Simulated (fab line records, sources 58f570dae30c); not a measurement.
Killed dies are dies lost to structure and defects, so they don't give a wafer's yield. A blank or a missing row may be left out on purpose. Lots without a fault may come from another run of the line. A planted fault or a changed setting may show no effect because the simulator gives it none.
Which tool did it? | flow berkeley_cmos170 | 14 lots, 42 wafers sampled, at 2 steps of a route of 331

WHAT THE GAUGES READ, wafer by wafer
UCB170_NWELL_THK_MEAS_05.
lot  | measured    | on            | NWELL_NITRIDE_THK (nm)
L645 | day 2 06:15 | film_metro-04 | 226.6 225.0 223.9
L646 | day 2 09:58 | film_metro-02 | 222.3 223.9 222.2
L647 | day 2 15:32 | film_metro-04 | 223.6 224.3 224.7
L648 | day 2 21:16 | film_metro-02 | 225.1 224.6 224.1
L649 | day 3 02:06 | film_metro-04 | 225.0 225.9 225.0
L651 | day 3 17:18 | film_metro-01 | 234.9 234.5 233.2
L652 | day 3 17:17 | film_metro-02 | 239.3 238.2 238.1
L653 | day 4 02:45 | film_metro-04 | 225.5 226.7 228.2
L663 | day 6 02:35 | film_metro-01 | 222.6 223.4 223.5
L664 | day 6 08:25 | film_metro-02 | 230.4 227.1 229.2
L665 | day 6 08:25 | film_metro-04 | 225.2 226.6 226.9
L666 | day 6 11:01 | film_metro-04 | 230.5 230.7 230.8
L667 | day 6 22:02 | film_metro-04 | 226.1 226.5 225.7
L668 | day 6 22:05 | film_metro-04 | 223.4 223.3 225.1

WHICH TOOL RAN EACH LOT (tool, then ch and the chambers of the sampled wafers, then the start)
lot  | UCB170_NWELL_CVD_04
L645 | lpcvd-02 ch 1, day 2 03:20
L646 | lpcvd-01 ch 1, day 2 08:01
L647 | lpcvd-02 ch 1, day 2 12:38
L648 | lpcvd-01 ch 1, day 2 19:20
L649 | lpcvd-02 ch 1, day 2 23:10
L651 | lpcvd-02 ch 0, day 3 15:21
L652 | lpcvd-02 ch 1, day 3 15:21
L653 | lpcvd-01 ch 1, day 3 23:50
L663 | lpcvd-01 ch 0, day 6 00:38
L664 | lpcvd-02 ch 1, day 6 06:28
L665 | lpcvd-02 ch 1, day 6 06:28
L666 | lpcvd-02 ch 1, day 6 09:04
L667 | lpcvd-02 ch 0, day 6 20:06
L668 | lpcvd-02 ch 0, day 6 20:06
- UCB170_NWELL_CVD_04: deposits Si3N4 from SiH2Cl2/NH3, target thk 224 nm, time 3360 s.

WHAT THE TOOLS THEMSELVES READ (means of the sampled wafers that have a number; where no wafer has one, the mark that the record gives instead)
UCB170_NWELL_CVD_04.
lot  | tool     | sih2cl2_flow_sccm (sccm) | susceptor_temp_C (C) | zone_power_centre_pct (%)
L645 | lpcvd-02 | 25.11                    | 800.0                | 34.3
L646 | lpcvd-01 | 25.05                    | 800.1                | 40.8
L647 | lpcvd-02 | 24.99                    | 799.7                | 34.4
L648 | lpcvd-01 | 24.98                    | 799.9                | 41.1
L649 | lpcvd-02 | 25.09                    | 800.2                | 34.3
L651 | lpcvd-02 | 30.01                    | 799.9                | 36.8
L652 | lpcvd-02 | 29.97                    | 800.3                | 34.2
L653 | lpcvd-01 | 25.02                    | 799.9                | 41.0
L663 | lpcvd-01 | 24.99                    | 799.7                | 36.1
L664 | lpcvd-02 | 25.01                    | 799.7                | 34.5
L665 | lpcvd-02 | 25.03                    | 800.1                | 34.3
L666 | lpcvd-02 | 25.09                    | 799.9                | 34.7
L667 | lpcvd-02 | 25.01                    | 799.7                | 36.5
L668 | lpcvd-02 | 25.05                    | 800.4                | 36.8

THE ANSWER, worked out from the rows above alone
Rule: what is usual is taken from the lots themselves. Put in order of their means at a reading, lots are off if they are a third of the lots or fewer, leave a main group of 4 or more, and stand apart from it by a gap of 3 or more times the standard deviation of the main group's means; of several such gaps the widest counts. A main group whose means are all the same, to the digits that the tables above print for the reading, isn't used. A lot without any number at a reading at which 4 lots or more have one is off too. The other lots that the step has rows for count as sound. The gauges are gone through in route order, then the tools' own readings, and for those a lot's mean is taken as printed above. The first step at which some lot is off is used, and at that step the reading that is off furthest; a lot without a number counts as furthest.
Off: L651, L652, at UCB170_NWELL_CVD_04 (sih2cl2_flow_sccm). The main group: mean 25.04 sccm, standard deviation 0.042.
A tool fits if, at that step or a process step before it, it ran every lot that is off, and no sound lot after the first of them. None of those tried fits.

WHAT THE SIMULATOR HAD PUT IN
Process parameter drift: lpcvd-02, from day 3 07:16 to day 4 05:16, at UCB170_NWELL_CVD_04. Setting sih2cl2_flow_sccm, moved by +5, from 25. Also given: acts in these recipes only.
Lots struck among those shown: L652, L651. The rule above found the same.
